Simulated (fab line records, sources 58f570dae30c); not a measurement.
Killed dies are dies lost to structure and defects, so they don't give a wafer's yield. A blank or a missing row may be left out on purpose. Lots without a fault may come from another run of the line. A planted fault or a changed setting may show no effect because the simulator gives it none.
fab line records | flow berkeley_cmos170
record lots=15 wafers=45 last_day=12
route steps=331 shown V1@257 M2@288 M3@327
lots that met no fault: from a run of the same line without faults
start_h: hours from the record's first day to the start of the lot's first wafer shown | wait_h: hours since the lot's step before | " the same as in the row above | L1.1+2: a row that stands for several wafers | - no value, or no start given | * or withheld: withheld | < > ~ a bound
route shown NAME@n: a module of which the file shows steps, and the number in the route of the first | usual: mean/standard deviation of fault-free wafers | same: alike in all rows | chamber/n: place in a boat | sites: the reading at each site | _std_site: their standard deviation | _edge_site: outer sites' mean less inner sites' | radius_mm: how far each site lies from the wafer's centre | mask NAME#n: copy n | behind: the tool/chamber that last shaped the wafer | hold: why the lot was held/for how many hours/how that ended | device: the transistor (n, p or np) that didn't switch | end of line: the same wafers' tests at the end of the route | a step without rows: its recipe alone | killed: dies lost to structure and defects at the first sort, not the wafer's yield | map: a wafer's dies, x killed, . not, _ none there
set.NAME: the setting as run; set.NAME@STEP: as run at that earlier step | model.NAME: the simulator's own value behind a step, which no gauge read
steps of the route over a sample of lots; a table a step, a row a wafer
services: from which hour (start_h, from the record's first day; less than 0 if before it) a tool's chamber was out of use, for how many hours, and why
## steps
# step UCB170_V1_BOW_MEAS_03
# recipe mode=bow
# usual V1_BOW=19/6.3
# columns lot.wafer tool chamber start_h wait_h V1_BOW[um]
L717.2 film_metro-04 - 148.41 0.3 16
L717.3 " - " " 12
L717.6 " - " " 15
L718.2 film_metro-01 - 157.69 0.2 15
L718.4 " - " " 26
L718.6 " - " " 27
L721.1 film_metro-01 - 166.27 0.1 12
L721.3 " - " " 24
L721.6 " - " " 15
L722.1 film_metro-04 - 187.71 0.2 12
L722.3 " - " " 22
L722.5 " - " " 14
L725.2 film_metro-02 - 199.68 0.1 15
L725.4 " - " " 19
L725.6 " - " " 26
L723.2 film_metro-02 - 199.98 0.1 36
L723.4 " - " " 27
L723.6 " - " " 32
L728.2 film_metro-01 - 199.98 0.3 20
L728.3 " - " " 23
L728.5 " - " " 24
L729.3 film_metro-02 - 213.42 0.2 33
L729.5 " - " " 23
L729.6 " - " " 21
L730.2 film_metro-01 - 216.93 0.2 18
L730.3 " - " " 13
L730.6 " - " " 10
L732.1 film_metro-04 - 243.52 0.2 9
L732.4 " - " " 20
L732.6 " - " " 17
L733.3 film_metro-02 - 243.64 0.1 10
L733.5 " - " " 14
L733.6 " - " " 20
L731.1 film_metro-04 - 243.82 0.2 12
L731.2 " - " " 39
L731.4 " - " " 12
L738.1 film_metro-04 - 259.50 0.1 20
L738.2 " - " " 15
L738.6 " - " " 24
L739.2 film_metro-04 - 266.18 0.2 8
L739.3 " - " " 12
L739.4 " - " " 25
L740.1 film_metro-04 - 266.46 0.1 13
L740.2 " - " " 26
L740.5 " - " " 12
# step UCB170_M2_ETCH_17
# recipe chemistry=N2/H2 target_depth_a=withheld overetch_a=withheld target=BARC time_s=withheld source_w=500 bias_w=100 pressure_mtorr=30 n2_flow_sccm=100 h2_flow_sccm=200
# usual bias_w=100.0/0.3 chamber_pressure_mTorr=29.998/0.028 drypump_motor_current_A=5.6/0.4 oes_product_au=1.009/0.021 throttle_valve_pct=13.25/0.17
# columns lot.wafer tool chamber start_h wait_h bias_w chamber_pressure_mTorr drypump_motor_current_A oes_product_au throttle_valve_pct
L717.2 rie_diel-02 0 154.82 0.0 99.8 29.992 6.4 0.980 13.20
L717.3 " 1 " " 100.3 30.005 5.4 0.959 12.98
L717.6 " 1 " " 100.2 29.984 5.4 0.957 13.01
L718.2 rie_diel-01 3 162.01 0.0 100.6 29.977 5.3 1.039 13.29
L718.4 " 1 " " 99.7 30.032 5.7 1.033 13.03
L718.6 " 2 " " 99.7 29.953 5.7 1.018 13.46
L721.1 rie_diel-01 1 172.53 0.0 99.7 30.013 5.7 1.017 13.02
L721.3 " 0 " " 100.0 29.988 5.2 1.024 13.29
L721.6 " 2 " " 99.9 29.969 5.8 1.019 13.44
L722.1 rie_diel-02 1 191.71 0.0 99.8 29.946 5.4 0.952 13.00
L722.3 " 0 " " 99.5 29.997 6.4 0.971 13.19
L722.5 " 1 " " 99.7 29.994 5.5 0.956 13.00
L725.2 rie_diel-03 1 204.52 0.0 99.6 30.001 5.7 1.012 13.19
L725.4 " 0 " " 100.5 29.979 5.8 1.014 13.35
L725.6 " 1 " " 99.7 30.000 5.7 1.007 13.16
L728.2 rie_diel-01 1 204.91 0.0 100.2 30.013 5.7 1.013 13.01
L728.3 " 0 " " 99.9 29.998 5.2 1.036 13.27
L728.5 " 3 " " 99.8 29.980 5.3 1.013 13.29
L723.2 rie_diel-03 1 205.07 0.0 100.1 30.002 5.7 1.015 13.16
L723.4 " 2 " " 100.0 30.060 5.0 1.043 13.47
L723.6 " 0 " " 99.9 29.967 5.8 1.020 13.37
L729.3 rie_diel-01 3 218.32 0.0 100.4 30.010 5.4 1.010 13.29
L729.5 " 1 " " 100.0 30.044 5.7 1.026 13.02
L729.6 " 0 " " 100.0 29.986 5.2 1.031 13.28
L730.2 rie_diel-02 0 226.37 0.0 100.4 30.018 6.4 0.989 13.19
L730.3 " 2 " " 100.1 29.979 5.4 1.006 13.28
L730.6 " 1 " " 99.8 30.004 5.5 0.972 13.01
L731.1 rie_diel-03 2 248.28 0.0 100.3 30.012 5.0 1.024 13.48
L731.2 " 3 " " 100.2 29.990 6.5 0.988 13.02
L731.4 " 0 " " 100.2 29.978 5.8 1.004 13.35
L733.3 rie_diel-01 0 248.40 0.0 100.1 30.021 5.2 1.025 13.27
L733.5 " 3 " " 100.3 30.037 5.3 1.022 13.29
L733.6 " 0 " " 99.9 30.065 5.2 1.016 13.27
L732.1 rie_diel-01 2 251.21 0.0 100.5 30.004 5.7 1.006 13.47
L732.4 " 1 " " 99.8 30.038 5.7 1.030 13.02
L732.6 " 0 " " 99.6 29.972 5.3 1.021 13.28
L738.1 rie_diel-03 2 267.26 0.0 100.3 30.022 5.0 1.034 13.45
L738.2 " 3 " " 99.6 29.911 6.5 0.988 13.02
L738.6 " 1 " " 99.9 30.033 5.7 1.015 13.17
L739.2 rie_diel-01 3 273.11 0.0 100.1 29.962 5.3 1.009 13.29
L739.3 " 2 " " 100.1 30.019 5.7 0.996 13.45
L739.4 " 0 " " 100.1 30.015 5.2 1.010 13.28
L740.1 rie_diel-01 1 275.73 0.0 99.5 29.968 5.7 1.030 13.02
L740.2 " 0 " " 100.4 29.970 5.2 1.026 13.27
L740.5 " 3 " " 100.6 29.990 5.3 1.023 13.28
# step UCB170_M2_METAL_ETCH_18
# recipe chemistry=Cl2/BCl3 target=Al stop_on=SiO2 pressure_mtorr=12 target_depth_a=11700 over_etch_frac=0.3 time_s=195 icp_w=600 bias_w=120 Cl2_flow_sccm=90 bcl3_flow_sccm=45
# usual bcl3_flow_sccm=44.98/0.13 bias_w=120.0/0.37 drypump_motor_current_A=5.8/0.34 oes_product_au=0.855/0.01 throttle_valve_pct=24.6/0.3
# columns lot.wafer tool chamber start_h wait_h bcl3_flow_sccm bias_w drypump_motor_current_A oes_product_au rf_hours_counter_h throttle_valve_pct
L717.2 rie_metal-02 0 154.86 - 45.07 120.2 5.8 0.849 10 24.7
L717.3 " 0 " " 45.10 120.2 5.8 0.859 - 24.7
L717.6 " 1 " " 45.06 119.6 6.3 0.862 - 24.6
L718.2 rie_metal-02 1 162.05 - 45.06 120.1 6.3 0.857 2 24.6
L718.4 " 0 " " 45.09 119.5 5.7 0.846 - 24.7
L718.6 " 0 " " 45.31 119.7 5.8 0.844 - 24.7
L721.1 rie_metal-02 0 172.57 - 45.19 119.9 5.8 0.853 10 24.7
L721.3 " 0 " " 45.21 119.6 5.8 0.845 - 24.7
L721.6 " 0 " " 45.22 120.1 5.8 0.853 - 24.7
L722.1 rie_metal-01 0 191.76 - 45.07 119.9 5.6 0.852 0 24.9
L722.3 " 0 " " 45.08 119.4 5.6 0.854 - 25.0
L722.5 " 0 " " 44.89 119.6 5.6 0.856 - 24.9
L725.2 rie_metal-01 1 204.56 - 45.08 120.4 6.3 0.865 0 23.9
L725.4 " 0 " " 44.88 119.9 5.6 0.862 - 24.9
L725.6 " 0 " " 45.11 119.7 5.6 0.852 - 24.9
L728.2 rie_metal-02 1 204.95 - 44.93 119.5 6.3 0.861 3 24.6
L728.3 " 1 " " 44.82 119.9 6.3 0.859 - 24.6
L728.5 " 0 " " 44.92 120.3 5.8 0.851 - 24.7
L723.2 rie_metal-03 0 205.11 - 45.04 119.9 5.5 0.861 10 24.7
L723.4 " 1 " " 45.08 120.0 5.5 0.843 - 24.6
L723.6 " 0 " " 45.10 120.4 5.5 0.858 - 24.6
L729.3 rie_metal-03 1 218.43 - 44.80 119.1 5.5 0.837 - 24.6
L729.5 " 0 " " 45.22 120.4 5.5 0.862 - 24.6
L729.6 " 1 " " 44.91 119.6 5.5 0.829 - 24.6
L730.2 rie_metal-02 0 226.41 - 44.84 120.2 5.7 0.851 12 24.6
L730.3 " 0 " " 44.83 119.9 5.7 0.862 - 24.7
L730.6 " 1 " " 45.05 120.2 6.3 0.866 - 24.6
L731.1 rie_metal-03 0 248.32 - - - - - - -
L731.2 " 1 " " - - - - - -
L731.4 " 0 " " - - - - - -
L733.3 rie_metal-02 0 248.50 - - - - - - -
L733.5 " 1 " " - - - - - -
L733.6 " 0 " " - - - - - -
L732.1 rie_metal-03 0 251.25 - - - - - - -
L732.4 " 0 " " - - - - - -
L732.6 " 0 " " - - - - - -
L738.1 rie_metal-01 0 267.31 - 44.70 119.8 5.6 0.860 2 25.0
L738.2 " 1 " " 44.92 120.4 6.3 0.868 1 23.9
L738.6 " 1 " " 44.66 119.9 6.4 0.866 - 23.9
L739.2 rie_metal-03 0 273.15 - 44.90 119.3 5.5 0.860 12 24.6
L739.3 " 0 " " 45.03 120.2 5.5 0.854 - 24.7
L739.4 " 1 " " 44.93 119.2 5.5 0.840 - 24.6
L740.1 rie_metal-03 0 275.78 - 45.18 120.3 5.5 0.865 12 24.7
L740.2 " 1 " " 44.89 119.6 5.5 0.842 9 24.6
L740.5 " 0 " " 45.19 119.7 5.5 0.864 - 24.6
# step UCB170_M2_STRIP_19
# recipe chemistry=O2 power_w=400 pressure_mtorr=3500 platen_temp_c=withheld o2_flow_sccm=400 overash_fraction=0.5
# usual drypump_motor_current_A=5.8/0.61 o2_flow_sccm=400.0/1.2 oes_product_au=0.546/0.022
# columns lot.wafer tool chamber start_h wait_h drypump_motor_current_A o2_flow_sccm oes_product_au rf_hours_counter_h
L717.2 plasma_asher-03 1 155.05 0.1 6.1 401.2 0.553 5
L717.3 " 1 " " 6.1 400.4 0.553 -
L717.6 " 1 " " 6.1 402.4 0.568 -
L718.2 plasma_asher-03 1 162.24 0.1 6.1 399.7 0.562 6
L718.4 " 1 " " 6.1 400.1 0.555 -
L718.6 " 0 " " 6.2 400.2 0.555 -
L721.1 plasma_asher-02 1 172.76 0.1 4.7 400.4 0.568 47
L721.3 " 0 " " 6.4 401.5 0.562 -
L721.6 " 1 " " 4.7 400.0 0.552 -
L722.1 plasma_asher-02 1 192.13 0.3 4.7 401.5 0.506 48
L722.3 " 1 " " 4.7 400.9 0.509 -
L722.5 " 0 " " 6.4 402.0 0.504 -
L725.2 plasma_asher-03 1 204.75 0.1 6.1 400.7 0.518 10
L725.4 " 1 " " 6.1 401.3 0.518 -
L725.6 " 0 " " 6.2 398.5 0.512 -
L728.2 plasma_asher-02 1 205.14 0.1 4.7 399.6 0.555 49
L728.3 " 1 " " 4.7 398.5 0.557 -
L728.5 " 1 " " 4.7 399.3 0.567 -
L723.2 plasma_asher-03 1 205.30 0.1 6.1 398.9 0.532 10
L723.4 " 1 " " 6.1 397.7 0.560 -
L723.6 " 1 " " 6.1 398.5 0.558 -
L729.3 plasma_asher-04 1 218.58 0.1 5.4 400.1 0.563 -
L729.5 " 0 " " 5.0 401.5 0.542 -
L729.6 " 1 " " 5.5 398.0 0.559 -
L730.2 plasma_asher-04 0 226.60 0.1 5.1 398.7 0.558 52
L730.3 " 1 " " 5.5 399.2 0.566 -
L730.6 " 1 " " 5.5 400.4 0.576 -
L731.1 plasma_asher-02 1 248.51 0.1 4.7 402.2 0.722 54
L731.2 " 0 " " 6.5 399.5 0.724 54
L731.4 " 1 " " 4.7 402.4 0.729 -
L733.3 plasma_asher-03 0 248.66 0.1 6.2 401.4 0.730 -
L733.5 " 0 " " 6.2 399.4 0.724 -
L733.6 " 1 " " 6.1 400.7 0.726 -
L732.1 plasma_asher-04 1 251.44 0.1 5.5 401.9 0.729 55
L732.4 " 1 " " 5.5 400.1 0.724 -
L732.6 " 1 " " 5.5 401.6 0.724 -
L738.1 plasma_asher-04 0 267.49 0.1 5.0 400.2 0.517 57
L738.2 " 1 " " 5.4 400.8 0.504 57
L738.6 " 1 " " 5.4 400.6 0.511 -
L739.2 plasma_asher-03 0 273.34 0.1 6.2 401.3 0.548 18
L739.3 " 1 " " 6.1 399.1 0.561 -
L739.4 " 0 " " 6.2 402.0 0.577 -
L740.1 plasma_asher-03 1 275.96 0.1 6.1 399.0 0.548 19
L740.2 " 0 " " 6.2 400.6 0.562 19
L740.5 " 0 " " 6.2 398.9 0.555 -
# step UCB170_M2_CD_MEAS_90
# recipe target_cd_nm=700
# usual cd_nm=701/3.7
# columns lot.wafer tool chamber start_h wait_h cd_nm
L717.2 cd_sem-02 - 155.17 0.1 697
L717.3 " - " " 700
L717.6 " - " " 700
L718.2 cd_sem-02 - 162.46 0.2 699
L718.4 " - " " 698
L718.6 " - " " 701
L721.1 cd_sem-01 - 172.90 0.1 700
L721.3 " - " " 701
L721.6 " - " " 703
L722.1 cd_sem-01 - 192.23 0.1 702
L722.3 " - " " 702
L722.5 " - " " 702
L725.2 cd_sem-02 - 204.87 0.1 699
L725.4 " - " " 701
L725.6 " - " " 702
L728.2 cd_sem-02 - 205.26 0.1 709
L728.3 " - " " 706
L728.5 " - " " 704
L723.2 cd_sem-01 - 205.42 0.1 707
L723.4 " - " " 702
L723.6 " - " " 704
L729.3 cd_sem-01 - 218.69 0.1 701
L729.5 " - " " 704
L729.6 " - " " 700
L730.2 cd_sem-02 - 226.74 0.1 702
L730.3 " - " " 702
L730.6 " - " " 701
L731.1 cd_sem-02 - 248.61 0.1 -
L731.2 " - " " -
L731.4 " - " " -
L733.3 cd_sem-01 - 248.77 0.1 -
L733.5 " - " " -
L733.6 " - " " -
L732.1 cd_sem-02 - 251.54 0.1 -
L732.4 " - " " -
L732.6 " - " " -
L738.1 cd_sem-02 - 267.59 0.1 693
L738.2 " - " " 698
L738.6 " - " " 698
L739.2 cd_sem-02 - 273.46 0.1 708
L739.3 " - " " 706
L739.4 " - " " 704
L740.1 cd_sem-02 - 276.06 0.1 704
L740.2 " - " " 700
L740.5 " - " " 701
# step UCB170_M3_METAL_ETCH_18
# recipe chemistry=Cl2/BCl3 target=Al stop_on=SiO2 pressure_mtorr=12 target_depth_a=11700 over_etch_frac=0.3 time_s=195 icp_w=600 bias_w=120 Cl2_flow_sccm=90 bcl3_flow_sccm=45
# usual bcl3_flow_sccm=45.00/0.12 bias_w=120.0/0.35 drypump_motor_current_A=5.9/0.38 oes_product_au=0.859/0.017 throttle_valve_pct=24.5/0.34
# columns lot.wafer tool chamber start_h wait_h bcl3_flow_sccm bias_w drypump_motor_current_A oes_product_au rf_hours_counter_h throttle_valve_pct
L717.2 rie_metal-03 1 161.40 - 45.04 119.7 5.5 0.828 5 24.6
L717.3 " 1 " " 44.98 119.8 5.5 0.840 - 24.6
L717.6 " 0 " " 45.20 119.4 5.5 0.855 - 24.6
L718.2 rie_metal-03 0 169.20 - 45.04 119.7 5.5 0.858 9 24.7
L718.4 " 1 " " 44.89 120.5 5.5 0.841 - 24.7
L718.6 " 0 " " 45.01 119.9 5.5 0.857 - 24.6
L721.1 rie_metal-04 0 181.28 - 44.81 119.7 6.3 0.872 4 24.1
L721.3 " 0 " " 44.87 120.1 6.3 0.874 - 24.1
L721.6 " 1 " " 44.89 120.2 6.3 0.861 - 24.6
L722.1 rie_metal-01 1 197.63 - 45.09 119.7 6.3 0.868 0 23.9
L722.3 " 1 " " 44.89 120.5 6.3 0.861 - 24.0
L722.5 " 1 " " 44.94 120.2 6.3 0.861 - 23.9
L725.2 rie_metal-03 0 209.75 - 44.91 120.3 5.5 0.862 10 24.7
L725.4 " 0 " " 44.84 120.2 5.5 0.870 - 24.7
L725.6 " 0 " " 45.06 120.1 5.5 0.862 - 24.6
L728.2 rie_metal-04 1 210.31 - 44.97 120.3 6.3 0.872 8 24.6
L728.3 " 0 " " 44.78 119.8 6.3 0.876 - 24.1
L728.5 " 0 " " 44.82 119.8 6.3 0.887 - 24.1
L723.2 rie_metal-01 1 210.56 - 45.03 120.4 6.3 0.862 1 23.9
L723.4 " 0 " " 45.04 119.6 5.6 0.857 - 24.9
L723.6 " 0 " " 45.23 119.8 5.6 0.859 - 24.9
L729.3 rie_metal-04 1 225.59 - 45.11 119.9 6.3 0.877 - 24.5
L729.5 " 0 " " 44.81 120.1 6.3 0.886 - 24.1
L729.6 " 1 " " 45.06 120.0 6.3 0.873 - 24.5
L730.2 rie_metal-01 0 235.31 - 44.97 119.7 5.6 0.851 1 25.0
L730.3 " 1 " " 44.92 120.0 6.3 0.854 - 23.9
L730.6 " 0 " " 45.26 119.8 5.6 0.851 - 24.9
L738.1 rie_metal-01 1 274.33 - 44.98 119.9 6.4 0.850 2 23.9
L738.2 " 0 " " 44.95 119.7 5.6 0.856 2 24.9
L738.6 " 0 " " 44.97 120.0 5.6 0.861 - 24.9
L740.1 rie_metal-01 0 280.69 - 44.96 120.4 5.6 0.849 2 25.0
L740.2 " 1 " " 45.03 120.0 6.3 0.864 2 23.9
L740.5 " 0 " " 44.95 119.6 5.6 0.869 - 25.0
L739.2 rie_metal-04 0 283.12 - 44.94 120.2 6.3 0.864 7 24.1
L739.3 " 0 " " 44.91 119.9 6.3 0.866 - 24.1
L739.4 " 1 " " 44.81 119.9 6.3 0.862 - 24.6
## services
# columns tool chamber start_h hours kind
plasma_asher-04 - 136.16 13.9 pm
rie_diel-02 0 136.40 9.7 repair
rie_metal-01 1 143.96 3.7 repair
rie_metal-03 - 149.68 1.4 pm
rie_diel-01 1 154.09 1.5 repair
rie_diel-03 2 155.16 8.1 repair
rie_diel-02 - 155.32 28.1 pm
rie_metal-03 1 156.45 3.2 repair
rie_diel-03 0 187.32 8.9 repair
rie_diel-01 3 187.78 7.5 repair
plasma_asher-02 - 195.31 7.5 repair
plasma_asher-03 - 195.47 2.8 pm
rie_diel-02 1 199.15 23.7 repair
plasma_asher-02 - 200.49 1.3 repair
rie_diel-01 - 212.26 2.8 pm
rie_diel-02 - 222.53 1.1 repair
rie_diel-01 - 224.99 0.1 repair
rie_metal-01 - 237.12 0.8 repair
rie_metal-02 - 239.27 1.4 pm
rie_metal-01 - 246.44 14.6 pm
rie_diel-03 0 251.64 5.7 repair
rie_diel-02 2 257.39 8.8 repair
rie_diel-02 0 266.89 14.7 repair
plasma_asher-03 - 269.03 0.7 repair
## key
first_sign step=UCB170_M2_METAL_ETCH_18 reading=tool_record direction=missing
effect step=UCB170_M2_STRIP_19 reading=oes_product_au direction=up sigmas=8.2 usual=0.546 struck=0.726
effect step=UCB170_M2_CD_MEAS_90 reading=cd_nm direction=missing
met_at UCB170_M2_METAL_ETCH_18
struck_lots L731,L732,L733
later_rows_left_out L731.1,L731.2,L731.4,L732.1,L732.4,L732.6,L733.3,L733.5,L733.6
sort_left_out L731.1,L731.2,L731.4,L732.1,L732.4,L732.6,L733.3,L733.5,L733.6
not_acting_at UCB170_V1_BOW_MEAS_03,UCB170_M2_ETCH_17,UCB170_M3_METAL_ETCH_18
onset_between 226.41 248.32
fault kind=skipped_step_whole tool=rie_metal-02,rie_metal-03 chamber=- onset_h=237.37 steps=UCB170_M2_METAL_ETCH_18 scope=struck_lots_only
# sort_left_out: the simulated sort isn't trusted on such a fault, so these wafers' sort isn't shown, and their yield isn't known
# later_rows_left_out: the simulator's readings of these wafers behind a module that went badly wrong aren't trusted and aren't shown, but for the sort
